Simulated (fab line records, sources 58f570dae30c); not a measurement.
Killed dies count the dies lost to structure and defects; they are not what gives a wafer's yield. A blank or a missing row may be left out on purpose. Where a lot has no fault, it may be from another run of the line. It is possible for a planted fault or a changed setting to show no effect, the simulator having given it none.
A lot that was struck, set against a sound lot :: flow berkeleyCmos170 :: 43 steps out of a route of 331
Sound: these wafers, L589.1, L589.2, L589.3. Struck: wafers L600.3, L600.6 (left out: L600.4, a lot-mate that was not struck); the cause follows at the end.
Per side, at each step with rows, come the tool, then ch with its chambers, and then its first start. Under that, the readings that differ: sound wafers :: struck wafers :: difference of the means :: sigmas: that difference in standard deviations of wafers without a fault.
alike: a reading whose means differ by less than 2 such deviations, as well as words and numbers matching on both sides. not compared: withheld readings; readings where some wafer has no value; bounds like >300 that might hide an equal value; numbers whose values overlap and for which the record gives no deviation.
The two part at a step that has a row with sigmas, a row that says differs or no value, or rows on one side only. Numbers that don't overlap but have no deviation are shown without sigmas and don't part them. Lack of a reading on every wafer of one side parts them only where that side has two or more wafers.

first, 2 steps without rows for these wafers: UCB170_NWELL_ANNEAL_03 (time 900 s); UCB170_NWELL_CVD_04 (deposits Si3N4 from SiH2Cl2/NH3, target thk 224 nm, time 3360 s).
UCB170_NWELL_THK_MEAS_05:
  sound on filmMetro-01, day 3 12:05; struck on filmMetro-01, day 5 03:34
  alike: NWELL_NITRIDE_THK
then, 6 steps without rows for these wafers: UCB170_NWELL_HMDS_06 (prime time 60 s); UCB170_NWELL_COAT_07 (resist thk 900 nm); UCB170_NWELL_SOFTBAKE_08 (time 60 s); UCB170_NWELL_EXPOSE_09 (exposes mask NWELL, target cd 3000 nm); UCB170_NWELL_PEB_10; UCB170_NWELL_DEVELOP_11 (develop time 45 s).
UCB170_NWELL_OVL_MEAS_12:
  sound on overlay-02, day 3 14:46; struck on overlay-01, day 5 06:42
  alike: NWELL_OVL
UCB170_NWELL_ETCH_13: etches Si3N4 in CH3F/Ar/O2, stops on SiO2, target depth 246.4 nm, time 154 s.
  sound on rieDiel-03 ch 0,1,3, day 3 14:47; struck on rieDiel-01 ch 2, day 5 06:43
  alike: chamberPressureMTorr, drypumpMotorCurrentA, oesProductAu, throttleValvePct
  not compared: rfHoursCounterH
next, for these wafers, 1 step has no rows: UCB170_NWELL_IMPLANT_14.
UCB170_NWELL_STRIP_15: strips in O2.
  sound on plasmaAsher-04 ch 0,1, day 3 15:03; struck on plasmaAsher-01 ch 0, day 5 07:01
  alike: chamberPressureMTorr, drypumpMotorCurrentA, o2FlowSccm, oesProductAu, stripTimeToEndpointS
  not compared: rfHoursCounterH
UCB170_NWELL_TW_MEAS_16:
  sound on filmMetro-01, day 3 15:09; struck on filmMetro-02, day 5 07:05
  alike: NWELL_TW
then, 6 steps without rows for these wafers: UCB170_NWELL_CLEAN_17 (cleans in SPM, time 600 s); UCB170_NWELL_WET_ETCH_18 (etches Si3N4 in H3PO4, time 14400 s); UCB170_NWELL_WET_ETCH_19 (etches SiO2 in BOE, time 22 s); UCB170_PWELL_CLEAN_00 (cleans in SPM, time 600 s); UCB170_PWELL_CLEAN_01 (cleans in dHF, time 60 s); UCB170_PWELL_OXIDATION_02 (target thk 26.4 nm, ox time 1260 s).
UCB170_PWELL_THK_MEAS_03:
  sound on filmMetro-02, day 4 01:35; struck on filmMetro-02, day 5 18:59
reading: PWELL_OXIDE_THK (nm)
sound: 27.9 27.5 27.9
struck: 26.2 25.9
difference: -1.7
sigmas: -3
then, 2 steps without rows for these wafers: UCB170_PWELL_ANNEAL_04 (time 900 s); UCB170_PWELL_CVD_05 (deposits Si3N4 from SiH2Cl2/NH3, target thk 220 nm, time 3300 s).
UCB170_PWELL_THK_MEAS_06:
  sound on filmMetro-03, day 4 12:43; struck on filmMetro-02, day 6 03:12
  alike: PWELL_NITRIDE_THK
then, 6 steps without rows for these wafers: UCB170_PWELL_HMDS_07 (prime time 60 s); UCB170_PWELL_COAT_08 (resist thk 900 nm); UCB170_PWELL_SOFTBAKE_09 (time 60 s); UCB170_PWELL_EXPOSE_10 (exposes mask PWELL, target cd 3000 nm); UCB170_PWELL_PEB_11; UCB170_PWELL_DEVELOP_12 (develop time 45 s).
UCB170_PWELL_OVL_MEAS_13:
  sound on overlay-01, day 4 14:13; struck on overlay-01, day 6 04:25
  alike: PWELL_OVL
UCB170_PWELL_ETCH_14: etches Si3N4 in CH3F/Ar/O2, stops on SiO2, target depth 242 nm, time 151 s.
  sound on rieDiel-03 ch 0,1,3, day 4 14:15; struck on rieDiel-03 ch 0,3, day 6 04:27
  alike: chamberPressureMTorr, drypumpMotorCurrentA, oesProductAu, throttleValvePct
  not compared: rfHoursCounterH
next, for these wafers, 1 step has no rows: UCB170_PWELL_IMPLANT_15.
UCB170_PWELL_STRIP_16: strips in O2.
  sound on plasmaAsher-02 ch 0,1, day 4 14:30; struck on plasmaAsher-01 ch 1, day 6 04:44
  alike: chamberPressureMTorr, drypumpMotorCurrentA, o2FlowSccm, oesProductAu, stripTimeToEndpointS
  not compared: rfHoursCounterH
UCB170_PWELL_TW_MEAS_17:
  sound on filmMetro-04, day 4 14:36; struck on filmMetro-02, day 6 04:49
  alike: PWELL_TW
then, 5 steps without rows for these wafers: UCB170_PWELL_CLEAN_18 (cleans in SPM, time 600 s); UCB170_PWELL_WET_ETCH_19 (etches Si3N4 in H3PO4, time 14400 s); UCB170_PWELL_WET_ETCH_20 (etches SiO2 in BOE, time 22 s); UCB170_WELLDRIVE_CLEAN_00 (cleans in SPM, time 600 s); UCB170_WELLDRIVE_OXIDATION_01 (target thk 199 nm, ox time 9000 s).
UCB170_WELLDRIVE_THK_MEAS_02:
  sound on filmMetro-03, day 5 03:43; struck on filmMetro-03, day 6 17:37
  alike: WELLDRIVE_OXIDE_THK
then, 1 step without rows for these wafers: UCB170_WELLDRIVE_ANNEAL_03 (time 900 s).
-- the record jumps here: 5 days lie between the struck wafers' starts before and after (it left off in module WELLDRIVE and takes up again in module M3, whose first step shown is number 331 of the route) --
UCB170_M3_PROBE_99:
  the record has rows for the struck wafers here (prober-01, day 11 21:35) and none for the sound ones

WHERE THEY PART
Earliest at UCB170_PWELL_THK_MEAS_03; latest, in this record, at UCB170_M3_PROBE_99.

WHY: the cause the simulator had injected
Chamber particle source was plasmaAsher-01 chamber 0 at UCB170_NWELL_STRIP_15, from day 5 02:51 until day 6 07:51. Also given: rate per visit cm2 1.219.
